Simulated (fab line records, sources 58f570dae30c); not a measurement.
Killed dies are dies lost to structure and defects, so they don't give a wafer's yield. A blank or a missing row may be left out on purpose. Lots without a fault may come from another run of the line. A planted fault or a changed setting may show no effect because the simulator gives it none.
Which tool did it? | flow berkeley_cmos170 | 15 lots, 45 wafers sampled, at 2 steps of a route of 331

WHAT THE GAUGES READ, wafer by wafer
UCB170_GATE_THK_MEAS_02. Usual: GATE_OXIDE_THK 6.64 nm, standard deviation 0.12.
lot  | measured     | on            | GATE_OXIDE_THK (nm) | flag
L892 | day 6 14:08  | film_metro-04 | 6.60 6.55 6.66      |
L894 | day 7 13:11  | film_metro-01 | 6.46 6.41 6.51      |
L895 | day 7 13:14  | film_metro-04 | 6.69 6.61 6.58      |
L897 | day 7 19:20  | film_metro-04 | 6.78 6.74 6.82      |
L898 | day 7 19:21  | film_metro-02 | 6.74 6.75 6.78      |
L899 | day 8 07:52  | film_metro-04 | 6.68 6.67 6.68      |
L901 | day 8 13:13  | film_metro-04 | 6.87 6.79 6.71      |
L902 | day 9 03:24  | film_metro-01 | 6.64 6.68 6.63      |
L903 | day 9 03:25  | film_metro-04 | 6.60 6.51 6.60      |
L904 | day 9 03:28  | film_metro-02 | 6.58 6.41 6.59      |
L908 | day 10 01:03 | film_metro-04 | 6.44 6.46 6.39      |
L909 | day 10 01:03 | film_metro-02 | 6.67 6.65 6.66      |
L911 | day 10 01:04 | film_metro-01 | 6.59 6.53 6.55      |
L914 | day 10 17:32 | film_metro-04 | 6.60 6.64 6.61      |
L915 | day 11 05:13 | film_metro-01 | 6.72 6.69 6.67      |

UCB170_PLDD_OVL_MEAS_07. Usual: PLDD_OVL 3 nm, standard deviation 5.6.
lot  | measured     | on         | PLDD_OVL (nm) | flag
L892 | day 7 01:31  | overlay-01 | 0 6 -4        |
L894 | day 8 00:14  | overlay-02 | 6 7 8         |
L895 | day 8 00:14  | overlay-01 | 1 -2 -5       |
L897 | day 8 03:35  | overlay-01 | 6 7 11        |
L898 | day 8 03:48  | overlay-02 | -10 -10 6     |
L899 | day 9 00:08  | overlay-01 | 4 6 7         |
L901 | day 9 00:02  | overlay-02 | 1 4 3         |
L902 | day 9 12:49  | overlay-01 | 5 5 4         |
L903 | day 9 13:30  | overlay-02 | 3 8 0         |
L904 | day 9 13:47  | overlay-01 | 6 -2 4        |
L908 | day 10 14:28 | overlay-02 | 6 2 2         |
L909 | day 10 15:02 | overlay-02 | 6 6 9         |
L911 | day 10 15:17 | overlay-01 | 15 12 15      |
L914 | day 11 05:43 | overlay-02 | 7 10 13       |
L915 | day 11 17:05 | overlay-02 | 8 11 11       |

WHICH TOOL RAN EACH LOT (tool, then ch and the chambers of the sampled wafers, then the start)
The record holds no process step before these readings.

WHAT THE TOOLS THEMSELVES READ (means of the sampled wafers that have a number; where no wafer has one, the mark that the record gives instead)
The record holds no such reading with a usual standard deviation.

THE ANSWER, worked out from the rows above alone
Rule: a lot is off if the mean of its wafers that have a number lies more than 3 standard deviations from the usual mean. A lot without any number at a reading at which 4 lots or more have one is off too. The other lots that the step has rows for count as sound. The gauges are gone through in route order, then the tools' own readings, and for those a lot's mean is taken as printed above. The first step at which some lot is off is used, and at that step the reading that is off furthest; a lot without a number counts as furthest.
No lot is off at any reading shown: from this, nothing can be told.

WHAT THE SIMULATOR HAD PUT IN
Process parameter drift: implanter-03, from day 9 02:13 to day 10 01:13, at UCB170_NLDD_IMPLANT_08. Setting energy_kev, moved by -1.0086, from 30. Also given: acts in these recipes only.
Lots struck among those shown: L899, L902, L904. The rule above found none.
